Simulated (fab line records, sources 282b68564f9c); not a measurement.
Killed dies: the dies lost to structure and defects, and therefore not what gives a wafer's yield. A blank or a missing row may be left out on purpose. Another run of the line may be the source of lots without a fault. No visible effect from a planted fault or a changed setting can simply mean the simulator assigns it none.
Matching of chambers | flow rit-cmos | RIT_GATE_ETCH_19 on rie-si-01: 4 sister chambers
The step etches poly-Si in SF6/CHF3/O2, stops on SiO2, time 165 s, target depth 312.5 nm. 4 wafers are shown with their chamber, then 7 later ones without.

== WAFERS WITH THEIR CHAMBER ==
wafer  | chamber | drypump-motor-current-A (A)
L211.6 | 0       | 5.8
L219.2 | 1       | 5.0
L221.2 | 2       | 5.9
L221.4 | 3       | 6.4

== WAFERS WITHOUT THEIR CHAMBER ==
wafer  | drypump-motor-current-A (A)
L221.5 | 5.8
L227.2 | 6.0
L227.3 | 5.0
L227.4 | 5.0
L229.1 | 5.1
L229.4 | 5.8
L229.6 | 5.8

== CHAMBER TAKEN BY EACH ==
wafer  | from the rows above     | in truth
L221.5 | can't be placed: 0 or 2 | 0
L227.2 | can't be placed: 2 or 0 | 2
L227.3 | 1                       | 1
L227.4 | 1                       | 1
L229.1 | 1                       | 1
L229.4 | can't be placed: 0 or 2 | 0
L229.6 | can't be placed: 0 or 2 | 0
3 of 7 placed correctly. Cannot be placed on the basis of these rows: 4; the candidates contain the true chamber in 4. Placed wrongly: 0.
How it was worked out, from the rows above alone: a wafer's distance from a chamber is the root of the sum, over the readings, of the square of ((its reading less the chamber's mean) divided by the reading's scatter). The wafer belongs to the nearest chamber; if the next one is less than 2 further off, it can't be placed. A chamber's mean is the mean of its shown wafers. The scatter: root of mean squared gap, hidden wafer to nearest shown wafer, with one shown wafer a chamber.
